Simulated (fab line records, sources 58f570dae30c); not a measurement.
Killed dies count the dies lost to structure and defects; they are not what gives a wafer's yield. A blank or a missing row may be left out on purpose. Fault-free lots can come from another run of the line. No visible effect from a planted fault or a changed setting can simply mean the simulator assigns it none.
Which tool did it? ; flow berkeleyCmos170 ; 12 lots, 36 wafers sampled, at 3 steps of a route of 331

WHAT THE GAUGES SHOWED, per wafer
UCB170_NSD_TW_MEAS_10.
lot;measured;on;NSD_TW
L075;day 6 20:55;filmMetro-03;4211 4203 4198
L077;day 6 21:17;filmMetro-03;4204 4189 4194
L079;day 8 02:17;filmMetro-02;4238 4202 4225
L081;day 8 02:01;filmMetro-02;4204 4235 4222
L083;day 8 09:47;filmMetro-01;4192 4175 4217
L085;day 9 01:49;filmMetro-01;4200 4231 4230
L087;day 9 08:11;filmMetro-01;4205 4196 4197
L089;day 9 23:32;filmMetro-02;4231 4237 4242
L091;day 10 05:49;filmMetro-02;4275 4267 4266
L093;day 10 18:02;filmMetro-03;4201 4170 4166
L095;day 11 04:11;filmMetro-03;4253 4233 4268
L097;day 11 14:07;filmMetro-02;4256 4205 4215

WHAT TOOL EACH LOT RAN ON (gives the tool, then ch and the chambers of the sampled wafers, and finally the start)
lot;UCB170_ZERO_ETCH_06;UCB170_ZERO_STRIP_07
L075;rieDiel-03 ch 0,3, day 2 01:14;plasmaAsher-04 ch 0,1, day 2 01:15
L077;rieDiel-03 ch 2,3, day 2 11:25;plasmaAsher-02 ch 0,1, day 2 11:29
L079;rieDiel-01 ch 1,3, day 2 18:54;plasmaAsher-03 ch 1, day 2 18:56
L081;rieDiel-04 ch 0,3, day 3 06:34;plasmaAsher-04 ch 0,1, day 3 06:35
L083;rieDiel-01 ch 0,1,3, day 3 13:10;plasmaAsher-02 ch 0,1, day 3 13:14
L085;rieDiel-03 ch 0,2, day 4 02:41;plasmaAsher-04 ch 0,1, day 4 02:43
L087;rieDiel-01 ch 1,3, day 4 09:48;plasmaAsher-03 ch 0, day 4 09:49
L089;rieDiel-01 ch 0,1,3, day 5 00:27;plasmaAsher-04 ch 0,1, day 5 00:28
L091;rieDiel-04 ch 0,2,3, day 5 06:55;plasmaAsher-04 ch 0,1, day 5 06:56
L093;rieDiel-03 ch 1,3, day 5 16:03;plasmaAsher-02 ch 0,1, day 5 16:04
L095;rieDiel-03 ch 1,3, day 6 03:32;plasmaAsher-03 ch 0,1, day 6 03:34
L097;rieDiel-03 ch 0,2,3, day 6 14:38;plasmaAsher-02 ch 0,1, day 6 14:42
- UCB170_ZERO_ETCH_06: etches SiO2 in CHF3/CF4/Ar, time 12 s.
- UCB170_ZERO_STRIP_07: strips in O2.

THE ANSWER, worked out from the rows above alone
Rule: the usual values come from the lots themselves. The widest of any qualifying gaps counts: lots, ordered by their means at a reading, are off when they make up no more than a third of the lots, leave a main group of 4 or more, and stand apart from it by 3 or more times the standard deviation of that group's means. The tables above print the reading to a certain number of digits; a main group whose means all agree to those digits is not used. Also off: a lot with no number at a reading for which 4 or more lots have one. Where the step has rows for the other lots, those lots are counted as sound.
None of the lots is off at any reading shown; this tells nothing.

WHAT HAD BEEN PUT IN BY THE SIMULATOR
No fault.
